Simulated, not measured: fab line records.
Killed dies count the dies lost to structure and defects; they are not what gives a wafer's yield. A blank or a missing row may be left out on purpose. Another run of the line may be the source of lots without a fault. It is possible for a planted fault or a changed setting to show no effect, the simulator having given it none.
fab line records -- flow berkeleyCmos170
[record] lots = 15, wafers = 45, lastDay = 13
route steps=331 shown CONTACT@230
lots untouched by any fault: they come from a run of this same line in which no faults occurred
startH: the number of hours between the record's first day and the start of the first shown wafer of the lot -- waitH: hours since the lot's step before -- " same as the row above -- L1.1+2: a row that stands for several wafers -- - value missing, or start not given -- * or withheld: withheld -- < > ~ a bound
route shown NAME@n: names a module that has steps shown in the file, with the first one's number in the route -- usual: the fault-free wafers' mean and standard deviation -- same: alike in all rows -- chamber/n: place in a boat -- sites: the reading at each site -- _std_site: the values' standard deviation -- _edge_site: the outer-site mean with the inner-site mean subtracted -- radiusMm: for every site, how far away it sits from the centre of the wafer -- mask NAME#n: copy n -- behind: tool/chamber where the wafer was last shaped -- hold: the reason the lot was held/the length of the hold in hours/how it ended -- device: transistor that didn't switch, given as n, p or np -- end of line: the tests these same wafers got at the end of their route -- a step with no rows: only its recipe -- killed: count of dies lost to structure and defects at first sort (not the wafer's yield) -- map: dies across one wafer; x = killed, . = not, _ = none there
set.NAME: the run value of the setting; set.NAME@STEP: its run value at that earlier step -- model.NAME: the simulator's own value behind a step, which no gauge read
the route's steps for a sample of lots (tables are steps, rows are wafers)
[[steps]]
[step UCB170_CONTACT_DEVELOP_14]
[recipe] developer = TMAH, developTimeS = 45, resist = KrF, devTempC = 21
[usual] chillPlateTempC = 23.00/0.093, developTimeS = 45/0, developerTempC = 21.00/0.1
lot.wafer,tool,chamber,startH,waitH,chillPlateTempC,developTimeS,developerTempC
L927.2,lithoTrack-03,0,169,-,23.03,45,20.98
L927.3,lithoTrack-03,0,169,-,23.00,45,21.17
L927.6,lithoTrack-03,0,169,-,23.12,45,21.09
L928.3,lithoTrack-04,0,179,-,22.95,45,21.11
L928.4,lithoTrack-04,0,179,-,23.01,45,21.03
L928.6,lithoTrack-04,0,179,-,23.11,45,20.91
L931.1,lithoTrack-01,0,193,-,22.91,45,21.09
L931.2,lithoTrack-01,0,193,-,23.04,45,20.97
L931.5,lithoTrack-01,0,193,-,22.84,45,20.79
L930.3,lithoTrack-03,0,195,-,22.99,45,21.03
L930.5,lithoTrack-03,0,195,-,22.94,45,21.09
L930.6,lithoTrack-03,0,195,-,22.98,45,21.03
L934.1,lithoTrack-04,0,201,-,23.22,45,20.93
L934.2,lithoTrack-04,0,201,-,23.01,45,21.02
L934.4,lithoTrack-04,0,201,-,22.99,45,20.88
L933.1,lithoTrack-01,0,201,-,23.04,45,21.03
L933.3,lithoTrack-01,0,201,-,22.98,45,20.98
L933.4,lithoTrack-01,0,201,-,22.82,45,20.87
L936.2,lithoTrack-03,0,229,-,22.95,45,20.84
L936.3,lithoTrack-03,0,229,-,23.02,45,21.01
L936.5,lithoTrack-03,0,229,-,22.96,45,21.15
L938.1,lithoTrack-01,0,230,-,22.96,45,20.96
L938.2,lithoTrack-01,0,230,-,23.16,45,21.21
L938.5,lithoTrack-01,0,230,-,23.05,45,21.03
L939.1,lithoTrack-03,0,239,-,22.93,45,21.10
L939.2,lithoTrack-03,0,239,-,23.09,45,21.11
L939.4,lithoTrack-03,0,239,-,23.00,45,20.97
L940.1,lithoTrack-03,-,253,-,-,-,-
L940.4,lithoTrack-03,-,253,-,-,-,-
L940.5,lithoTrack-03,-,253,-,-,-,-
L942.1,lithoTrack-04,-,254,-,-,-,-
L942.5,lithoTrack-04,-,254,-,-,-,-
L942.6,lithoTrack-04,-,254,-,-,-,-
L943.1,lithoTrack-03,-,255,-,-,-,-
L943.2,lithoTrack-03,-,255,-,-,-,-
L943.4,lithoTrack-03,-,255,-,-,-,-
L946.1,lithoTrack-03,0,261,-,23.07,45,20.74
L946.4,lithoTrack-03,0,261,-,23.12,45,20.81
L946.6,lithoTrack-03,0,261,-,23.05,45,20.95
L948.1,lithoTrack-03,0,272,-,23.14,45,21.03
L948.2,lithoTrack-03,0,272,-,23.20,45,21.13
L948.5,lithoTrack-03,0,272,-,23.08,45,21.00
L950.1,lithoTrack-01,0,291,-,22.95,45,21.14
L950.2,lithoTrack-01,0,291,-,22.86,45,21.12
L950.3,lithoTrack-01,0,291,-,23.11,45,21.23
[[key]]
[firstSign] step = UCB170_CONTACT_DEVELOP_14, reading = toolRecord, direction = missing
effect none on later readings
metAt UCB170_CONTACT_DEVELOP_14
struckLots L940,L942,L943
laterRowsLeftOut L940.1,L940.4,L940.5,L942.1,L942.5,L942.6,L943.1,L943.2,L943.4
sortLeftOut L940.1,L940.4,L940.5,L942.1,L942.5,L942.6,L943.1,L943.2,L943.4
testerLeftOut L940,L942,L943
onsetBetween 239 253
[fault] kind = skippedStepWhole, tool = lithoTrack-03,lithoTrack-04, chamber = -, onsetH = 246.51, steps = UCB170_CONTACT_DEVELOP_14, scope = struckLotsOnly
// testerLeftOut: of these lots the tester's yield and bins aren't shown, on N5 and GAA mostly nor the transistor test; their killed dies are dies lost to structure and defects alone, not to doping, threshold or leakage, so they don't give the yield
// sortLeftOut: the simulated sort isn't trusted on such a fault, so these wafers' sort isn't shown, and their yield isn't known
// laterRowsLeftOut: the simulator's readings of these wafers behind a module that went badly wrong aren't trusted and aren't shown, but for the sort
